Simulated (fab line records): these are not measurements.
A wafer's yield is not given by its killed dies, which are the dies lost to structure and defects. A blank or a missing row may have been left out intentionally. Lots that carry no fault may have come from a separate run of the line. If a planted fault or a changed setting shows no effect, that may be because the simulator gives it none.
The tool behind it: which one? | flow rit cmos | Sampling: 7 lots, 21 wafers, 3 of 202 route steps

== WHAT EACH GAUGE READ, for each wafer ==
RIT_GATE_THK_MEAS_07.
lot  | measured    | on            | GATE_OXIDE_THK (nm)
L608 | day 2 19:08 | film metro-03 | 2.98 2.91 2.94
L610 | day 3 05:27 | film metro-03 | 2.99 3.06 3.04
L614 | day 4 00:59 | film metro-03 | 3.00 2.99 3.05
L619 | day 5 07:09 | film metro-02 | 4.05 4.09 4.02
L621 | day 5 14:14 | film metro-04 | 2.99 3.02 3.06
L626 | day 6 13:11 | film metro-03 | 3.03 2.99 2.97
L628 | day 6 23:45 | film metro-04 | 2.93 2.92 2.98

== TOOL THAT RAN EACH LOT (tool first, then ch and the chambers of the sampled wafers, then the start) ==
lot  | RIT_NRETRO_STRIP_09                 | RIT_GATE_OXIDATION_05
L608 | plasma asher-04 ch 0,1, day 2 15:18 | furnace-02 ch 0, day 2 17:32
L610 | plasma asher-03 ch 0,1, day 3 01:46 | furnace-03 ch 0, day 3 04:07
L614 | plasma asher-01 ch 0,1, day 3 21:16 | furnace-04 ch 0, day 3 23:39
L619 | plasma asher-03 ch 0,1, day 5 02:53 | furnace-03 ch 0, day 5 05:49
L621 | plasma asher-01 ch 0,1, day 5 10:19 | furnace-04 ch 0, day 5 12:53
L626 | plasma asher-03 ch 0,1, day 6 09:14 | furnace-02 ch 0, day 6 11:52
L628 | plasma asher-04 ch 0,1, day 6 19:59 | furnace-04 ch 0, day 6 22:25
- RIT_NRETRO_STRIP_09: strips in O2, time 180 s.
- RIT_GATE_OXIDATION_05: target thk 3 nm, ox time 270 s.

== THE ANSWER, worked out from the rows above alone ==
Rule: the usual values come from the lots themselves. The widest of any qualifying gaps counts: lots, ordered by their means at a reading, are off when they make up no more than a third of the lots, leave a main group of 4 or more, and stand apart from it by 3 or more times the standard deviation of that group's means. Not used: any main group whose means are identical at the precision the tables above print for the reading. A lot without any number at a reading at which 4 lots or more have one is off too. The other lots that the step has rows for count as sound.
Off: L619, seen at RIT_GATE_THK_MEAS_07 (GATE_OXIDE_THK). For the main group the mean is 2.99 nm and the standard deviation 0.036.
A tool fits if, at a process step before that reading, it ran every lot that is off, and no sound lot after the first of them. Gauges at RIT_GATE_THK_MEAS_07: tried the same way as those tools. Undecided on this evidence; 2 tools fit (furnace-03 at RIT_GATE_OXIDATION_05, film metro-02 at RIT_GATE_THK_MEAS_07).

== WHAT HAD BEEN PUT IN BY THE SIMULATOR ==
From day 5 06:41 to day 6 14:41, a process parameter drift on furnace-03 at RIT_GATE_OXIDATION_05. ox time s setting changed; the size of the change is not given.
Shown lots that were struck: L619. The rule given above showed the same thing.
